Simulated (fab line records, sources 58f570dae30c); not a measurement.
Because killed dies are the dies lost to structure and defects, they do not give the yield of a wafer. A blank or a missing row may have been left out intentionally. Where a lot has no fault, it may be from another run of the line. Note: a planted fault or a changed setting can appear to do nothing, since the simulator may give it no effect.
2 desks, one fault | flow berkeley cmos170 | only its own numbers are on each desk; what lay behind them is given at the end

AT THE TOOL OWNER'S DESK: rtp anneal-02
At UCB170_CONTACT_RTA_08 (time 10 s), the tool's own readings, given per lot that ran on this tool as the mean of the sampled wafers with a number. A lot is out of limits, marked OUT, if its mean lies more than 4 standard deviations from the usual mean; the brackets give that distance.
Columns: A = lamp power pct at UCB170_CONTACT_RTA_08, usual 24.7 %; B = wafer_temp_C_max at UCB170_CONTACT_RTA_08, usual 903.6
lot  | first seen here | A    | B
L293 | day 8 06:27     | 26.9 | 903.0
L297 | day 9 07:07     | 26.9 | 903.5
L303 | day 10 05:56    | 27.1 | 903.9
L302 | day 10 06:01    | 27.1 | 903.6
This desk found nothing out of limits on any of the 4 lots.

METROLOGY DESK
Lot by lot, what the gauges showed, no matter which tool ran the lot: averages of those sampled wafers that carry a number. A lot is out of limits, marked OUT, if its mean lies more than 4 standard deviations from the usual mean; the brackets give that distance. It has 11 readings; the 7 that lie furthest out on some lot are the ones shown.
Columns: A = SILICIDE_TI_RS at UCB170_SILICIDE_RS_MEAS_02, usual 26.1 ohm/sq; B = SILICIDE_TI_THK at UCB170_SILICIDE_THK_MEAS_03, usual 29.5 nm; C = CONTACT_PSG_THK at UCB170_CONTACT_THK_MEAS_02, usual 698 nm; D = CONTACT_OVL at UCB170_CONTACT_OVL_MEAS_16, usual 3 nm; E = M1_AL_RS at UCB170_M1_RS_MEAS_01, usual 0.0485 ohm/sq; F = M1_AL_THK at UCB170_M1_THK_MEAS_02, usual 591 nm; G = M1_OVL at UCB170_M1_OVL_MEAS_10, usual 0 nm
lot  | first seen here | A    | B    | C   | D  | E      | F   | G
L293 | day 8 01:36     | 26.4 | 29.2 | 697 | 5  | 0.0485 | 593 | 9
L297 | day 9 02:09     | 25.8 | 29.8 | 700 | -2 | 0.0483 | 597 | -1
L303 | day 9 20:55     | 26.4 | 29.2 | 688 | 5  | 0.0483 | 593 | 1
L302 | day 9 21:26     | 26.0 | 29.7 | 696 | 4  | 0.0482 | 593 | -2
L310 | day 12 21:45    | 26.6 | 29.2 | 694 | -4 | 0.0477 | 601 | 6
L312 | day 13 02:52    | 25.7 | 30.1 | 704 | -1 | 0.0481 | 596 | -2
This desk found nothing out of limits on any of the 6 lots.

ALL TOGETHER
The desk of the tool owner found nothing out of limits.
The metrology desk saw nothing out of limits.

WHAT THE SIMULATOR HAD INSERTED
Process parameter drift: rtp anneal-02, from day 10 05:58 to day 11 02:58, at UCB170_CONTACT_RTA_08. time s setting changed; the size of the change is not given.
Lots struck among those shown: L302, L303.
